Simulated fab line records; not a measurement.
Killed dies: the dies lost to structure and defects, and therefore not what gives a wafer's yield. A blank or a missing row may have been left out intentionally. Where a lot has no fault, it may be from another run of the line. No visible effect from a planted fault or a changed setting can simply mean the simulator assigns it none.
Which tool was responsible? | flow rit_cmos | 7 lots, 21 wafers sampled, at 2 steps of a route of 202

## WHAT THE GAUGES SHOWED, per wafer
RIT_SPACER_THK_MEAS_04.
lot  | measured    | on            | SPACER_NITRIDE_THK (nm)
L392 | day 3 14:35 | film_metro-03 | 251.7 253.0 254.6
L394 | day 4 02:32 | film_metro-03 | 254.8 254.6 255.2
L397 | day 4 14:18 | film_metro-03 | 250.3 251.6 251.7
L399 | day 5 02:43 | film_metro-02 | 250.4 249.2 250.7
L401 | day 5 11:43 | film_metro-02 | 253.7 250.6 252.6
L405 | day 6 06:12 | film_metro-01 | 167.2 168.8 167.5
L410 | day 7 07:47 | film_metro-01 | 248.5 250.7 249.7

## WHICH TOOL RAN EACH LOT (tool, then ch and the chambers of the sampled wafers, then the start)
lot  | RIT_SPACER_CVD_03
L392 | lpcvd-02 ch 1, day 3 12:40
L394 | lpcvd-01 ch 0, day 4 00:38
L397 | lpcvd-02 ch 1, day 4 12:23
L399 | lpcvd-01 ch 0, day 5 00:47
L401 | lpcvd-01 ch 1, day 5 09:47
L405 | lpcvd-02 ch 0, day 6 04:16
L410 | lpcvd-01 ch 0, day 7 05:51
- RIT_SPACER_CVD_03: deposits Si3N4 from SiH2Cl2/NH3, target thk 250 nm, time 3300 s.

## THE ANSWER, worked out from the rows above alone
Rule: the usual values come from the lots themselves. The widest of any qualifying gaps counts: lots, ordered by their means at a reading, are off when they make up no more than a third of the lots, leave a main group of 4 or more, and stand apart from it by 3 or more times the standard deviation of that group's means. If all means in a main group match to the digits the tables above print for the reading, that group is not used. A lot without any number at a reading at which 4 lots or more have one is off too. Any other lot the step has rows for is counted as sound.
Off: L405, at RIT_SPACER_THK_MEAS_04 (SPACER_NITRIDE_THK). Main group: mean 251.9 nm, sd 1.8.
A tool fits if, at a process step before that reading, it ran every lot that is off, and no sound lot after the first of them. Gauges at RIT_SPACER_THK_MEAS_04: tried the same way as those tools. One fits: RIT_SPACER_CVD_03 on lpcvd-02. A fault onset in the window from L397 (day 4 12:23, its last sound lot) to L405 (day 6 04:16, its first lot off) fits.

## WHAT THE SIMULATOR PUT IN
lpcvd-02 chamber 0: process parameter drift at RIT_SPACER_CVD_03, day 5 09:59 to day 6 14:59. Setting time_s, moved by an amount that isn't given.
Struck lots among those shown: L405. The rule above reached the same finding.
